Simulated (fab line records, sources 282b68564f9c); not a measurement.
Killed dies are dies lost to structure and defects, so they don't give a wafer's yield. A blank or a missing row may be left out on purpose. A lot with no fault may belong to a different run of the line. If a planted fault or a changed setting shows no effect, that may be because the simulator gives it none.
Comparing a struck lot with a sound one    flow rit cmos    27 out of 202 route steps
Sound: wafers L994.1, L994.3, L994.4. Struck: wafer L101.3 (left out: L101.2, L101.6 of the same lot, which were not struck); the cause appears at the end.
At each step with rows: each side's tool, then ch and its chambers, then its first start. Under that, the readings that differ: sound wafers    struck wafers    difference of the means    sigmas: that difference in standard deviations of wafers without a fault.
alike: readings with means less than 2 such deviations apart, plus words and numbers identical on both sides. not compared: withheld readings, readings lacking a value on some wafer, bounds such as >300 that could conceal the same value, and numbers that have no deviation in the record and whose values overlap.
The two part at a step that has a row with sigmas, a row that says differs or no value, or rows on one side only. Non-overlapping numbers with no deviation appear without sigmas and do not part them. A reading missing from all wafers of one side parts the sides only when that side holds two or more wafers.

first, 4 steps without rows for these wafers: RIT_CONTACT_SOFTBAKE_04 (time 60 s); RIT_CONTACT_EXPOSE_05 (exposes mask M11, target cd 1000 nm); RIT_CONTACT_PEB_06; RIT_CONTACT_DEVELOP_07 (develop time 120 s).
RIT_CONTACT_CD_MEAS_08: the cd target is 1000 nm.
  sound on cd sem-02 at day 4 07:58; struck on cd sem-01 at day 5 16:38
reading     sound                 struck  difference  sigmas
cd nm (nm)  1003.0 1003.1 1003.8  998.7   -4.6        -2
RIT_CONTACT_OVL_MEAS_09:
  sound on overlay-01 at day 4 08:05; struck on overlay-01 at day 5 16:44
  alike: CONTACT_OVL
then, 1 step without rows for these wafers: RIT_CONTACT_HARDBAKE_10 (time 60 s).
RIT_CONTACT_ETCH_11: etches SiO2 in CHF3/CF4/Ar, stops on TiSi2, target depth 480 nm, time 320 s.
  sound on rie diel-04 ch 0,1,3, day 4 08:17; struck on rie diel-01 ch 2, day 5 16:55
  alike: drypump motor current A, oes product au, throttle valve pct
  not compared: rf hours counter h
RIT_CONTACT_STRIP_12: strips in O2, time 180 s.
  sound on plasma asher-04 ch 0,1, day 4 08:28; struck on plasma asher-03 ch 0, day 5 17:07
  alike: drypump motor current A, rf refl power W
  not compared: rf hours counter h
RIT_CONTACT_CD_MEAS_90: the cd target is 1000 nm.
  sound on cd sem-02 at day 4 08:39; struck on cd sem-01 at day 5 17:19
reading     sound                 struck  difference  sigmas
cd nm (nm)  1003.8 1003.2 1004.6  998.5   -5.4        -2
then, 2 steps without rows for these wafers: RIT_CONTACT_CLEAN_13 (cleans in SC1, time 600 s); RIT_CONTACT_CLEAN_14 (cleans in SC2, time 600 s).
RIT_M1_SPUTTER_00: material Al, target thk 400 nm, time 500 s.
  sound on pvd sputter-02 at day 4 09:08; struck on pvd sputter-04 at day 5 17:53
reading                                sound                 struck  difference  sigmas
cathode dc power W (W)                 1999.6 2000.3 1999.6  1679.0  -320.8      -99 or more
model.Al_of_M1_SPUTTER_00.thk nm (nm)  401.3 401.1 402.7     340.9   -60.8       
  alike: throttle valve pct
RIT_M1_RS_MEAS_01: measures by four-point-probe.
  sound on film metro-04 at day 4 09:26; struck on film metro-04 at day 5 18:12
reading            sound                 struck  difference  sigmas
M1_AL_RS (ohm/sq)  0.0731 0.0730 0.0727  0.0864  +0.0135     +22
RIT_M1_THK_MEAS_02: measures by xrf.
  sound on film metro-04 at day 4 09:33; struck on film metro-04 at day 5 18:19
reading         sound        struck  difference  sigmas
M1_AL_THK (nm)  399 398 397  338     -60         -15
then, 6 steps without rows for these wafers: RIT_M1_HMDS_03 (prime time 60 s); RIT_M1_COAT_04 (resist thk 1300 nm); RIT_M1_SOFTBAKE_05 (time 60 s); RIT_M1_EXPOSE_06 (exposes mask M12, target cd 2600 nm); RIT_M1_PEB_07; RIT_M1_DEVELOP_08 (develop time 68.94 s).
RIT_M1_CD_MEAS_09: the cd target is 2600 nm.
  sound on cd sem-01 at day 4 10:37; struck on cd sem-02 at day 5 19:16
reading     sound                 struck  difference  sigmas
cd nm (nm)  2596.5 2596.6 2596.6  2605.5  +8.9        +4
RIT_M1_OVL_MEAS_10:
  sound on overlay-01 at day 4 10:44; struck on overlay-01 at day 5 19:22
  alike: M1_OVL
then, 1 step without rows for these wafers: RIT_M1_HARDBAKE_11 (time 120 s).
RIT_M1_METAL_ETCH_12: etches Al in Cl2/BCl3, stops on SiO2, time 165 s, target depth 600 nm.
  sound on rie metal-04 ch 0,1, day 4 11:01; struck on rie metal-01 ch 0, day 5 19:39
reading                sound              struck  difference  sigmas
oes product au (a.u.)  0.785 0.761 0.787  0.726   -0.052      -4
  alike: drypump motor current A, he backside leak sccm, throttle valve pct
  not compared: rf hours counter h
then, 1 step without rows for these wafers: RIT_M1_STRIP_13 (strips in nmp, time 600 s).
RIT_M1_PROBE_99:
  sound on prober-01 at day 4 13:47; struck on prober-02 at day 5 22:01
reading                   sound                    struck   difference  sigmas
killed_at_M0_to_M3        0 1 0                    0        +0          -3
model.etest.m1.rs ohm sq  0.07214 0.07251 0.07234  0.08539  +0.01306    
  alike: defect limited yield, killed at contacts, killed at front end, killed dies, killed open, killed short, sort_bin_3_pad_short, sort_bin_5_function, sort_bin_6_memory, sort n pass, sort yield pct

WHERE THEY PART
Earliest at RIT_CONTACT_CD_MEAS_08; latest, in this record, at RIT_M1_PROBE_99.

WHY: what had been put in by the simulator
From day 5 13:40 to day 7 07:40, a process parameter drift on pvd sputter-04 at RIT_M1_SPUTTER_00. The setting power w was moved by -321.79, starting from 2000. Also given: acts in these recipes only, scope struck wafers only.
